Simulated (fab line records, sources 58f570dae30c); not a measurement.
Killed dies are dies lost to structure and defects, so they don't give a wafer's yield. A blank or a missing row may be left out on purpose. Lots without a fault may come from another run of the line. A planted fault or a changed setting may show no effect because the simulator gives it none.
Which tool did it? | flow berkeley_cmos170 | 14 lots, 42 wafers sampled, at 3 steps of a route of 331

WHAT THE GAUGES READ, wafer by wafer
UCB170_M1_RS_MEAS_01: measures by four-point-probe.
lot  | measured     | on            | M1_AL_RS (ohm/sq)
L584 | day 6 18:20  | film_metro-03 | 0.0480 0.0484 0.0479
L583 | day 6 20:20  | film_metro-04 | 0.0486 0.0489 0.0488
L585 | day 7 15:16  | film_metro-01 | 0.0477 0.0490 0.0477
L588 | day 8 05:07  | film_metro-04 | 0.0480 0.0480 0.0476
L587 | day 8 05:21  | film_metro-01 | 0.0482 0.0479 0.0485
L595 | day 8 14:35  | film_metro-04 | 0.0486 0.0482 0.0479
L593 | day 8 15:01  | film_metro-03 | 0.0389 0.0389 0.0389
L592 | day 9 11:26  | film_metro-03 | 0.0392 0.0392 0.0393
L597 | day 10 08:02 | film_metro-04 | 0.0482 0.0471 0.0474
L600 | day 10 22:08 | film_metro-04 | 0.0484 0.0483 0.0486
L601 | day 10 23:34 | film_metro-03 | 0.0481 0.0484 0.0483
L602 | day 10 23:47 | film_metro-04 | 0.0483 0.0484 0.0483
L604 | day 11 07:49 | film_metro-04 | 0.0480 0.0484 0.0479
L606 | day 11 10:49 | film_metro-03 | 0.0485 0.0488 0.0484

UCB170_M1_THK_MEAS_02: measures by xrf.
lot  | measured     | on            | M1_AL_THK (nm)
L584 | day 6 18:26  | film_metro-03 | 619 614 616
L583 | day 6 20:28  | film_metro-04 | 605 598 603
L585 | day 7 15:23  | film_metro-01 | 608 595 613
L588 | day 8 05:14  | film_metro-04 | 610 609 613
L587 | day 8 05:28  | film_metro-01 | 604 606 600
L595 | day 8 14:42  | film_metro-04 | 601 608 609
L593 | day 8 15:08  | film_metro-03 | 755 763 762
L592 | day 9 11:32  | film_metro-03 | 758 761 759
L597 | day 10 08:09 | film_metro-04 | 613 622 617
L600 | day 10 22:15 | film_metro-04 | 608 605 602
L601 | day 10 23:41 | film_metro-03 | 617 612 609
L602 | day 10 23:54 | film_metro-04 | 607 602 608
L604 | day 11 07:55 | film_metro-04 | 610 606 611
L606 | day 11 10:55 | film_metro-03 | 609 611 614

WHICH TOOL RAN EACH LOT (tool, then ch and the chambers of the sampled wafers, then the start)
lot  | UCB170_M1_SPUTTER_00
L584 | pvd_sputter-02, day 6 18:14
L583 | pvd_sputter-03, day 6 20:17
L585 | pvd_sputter-04, day 7 15:11
L588 | pvd_sputter-03, day 8 05:04
L587 | pvd_sputter-04, day 8 05:17
L595 | pvd_sputter-04, day 8 14:31
L593 | pvd_sputter-03, day 8 14:57
L592 | pvd_sputter-03, day 9 11:21
L597 | pvd_sputter-04, day 10 07:58
L600 | pvd_sputter-02, day 10 22:04
L601 | pvd_sputter-04, day 10 23:30
L602 | pvd_sputter-02, day 10 23:43
L604 | pvd_sputter-04, day 11 07:44
L606 | pvd_sputter-02, day 11 10:43
- UCB170_M1_SPUTTER_00: material Al, target thk 600 nm, time 80 s.

WHAT THE TOOLS THEMSELVES READ (means of the sampled wafers that have a number; where no wafer has one, the mark that the record gives instead)
UCB170_M1_SPUTTER_00.
lot  | tool           | cathode_dc_power_W (W) | throttle_valve_pct (%)
L584 | pvd_sputter-02 | 5999.4                 | 30.2
L583 | pvd_sputter-03 | 6000.5                 | 30.0
L585 | pvd_sputter-04 | 5999.6                 | 29.8
L588 | pvd_sputter-03 | 6000.0                 | 29.9
L587 | pvd_sputter-04 | 6000.6                 | 30.6
L595 | pvd_sputter-04 | 6000.3                 | 30.0
L593 | pvd_sputter-03 | 5999.9                 | 30.0
L592 | pvd_sputter-03 | 6000.3                 | 30.7
L597 | pvd_sputter-04 | 6000.0                 | 30.2
L600 | pvd_sputter-02 | 5999.6                 | 30.8
L601 | pvd_sputter-04 | 6000.7                 | 29.0
L602 | pvd_sputter-02 | 6000.3                 | 30.6
L604 | pvd_sputter-04 | 6000.2                 | 30.5
L606 | pvd_sputter-02 | 6001.8                 | 31.2

THE ANSWER, worked out from the rows above alone
Rule: what is usual is taken from the lots themselves. Put in order of their means at a reading, lots are off if they are a third of the lots or fewer, leave a main group of 4 or more, and stand apart from it by a gap of 3 or more times the standard deviation of the main group's means; of several such gaps the widest counts. A main group whose means are all the same, to the digits that the tables above print for the reading, isn't used. A lot without any number at a reading at which 4 lots or more have one is off too. The other lots that the step has rows for count as sound. The gauges are gone through in route order, then the tools' own readings, and for those a lot's mean is taken as printed above. The first step at which some lot is off is used, and at that step the reading that is off furthest; a lot without a number counts as furthest.
Off: L593, L592, at UCB170_M1_RS_MEAS_01 (M1_AL_RS). The main group: mean 0.0482 ohm/sq, standard deviation 0.0003.
A tool fits if, at a process step before that reading, it ran every lot that is off, and no sound lot after the first of them. The gauges at UCB170_M1_RS_MEAS_01 are tried like those tools. One fits: pvd_sputter-03 at UCB170_M1_SPUTTER_00. Its last sound lot is L588 (day 8 05:04), its first lot that is off L593 (day 8 14:57): a fault that began between those two fits.

WHAT THE SIMULATOR HAD PUT IN
Process parameter drift: pvd_sputter-03, from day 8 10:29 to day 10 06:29, at UCB170_M1_SPUTTER_00. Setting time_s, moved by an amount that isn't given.
Lots struck among those shown: L593, L592. The rule above found the same.
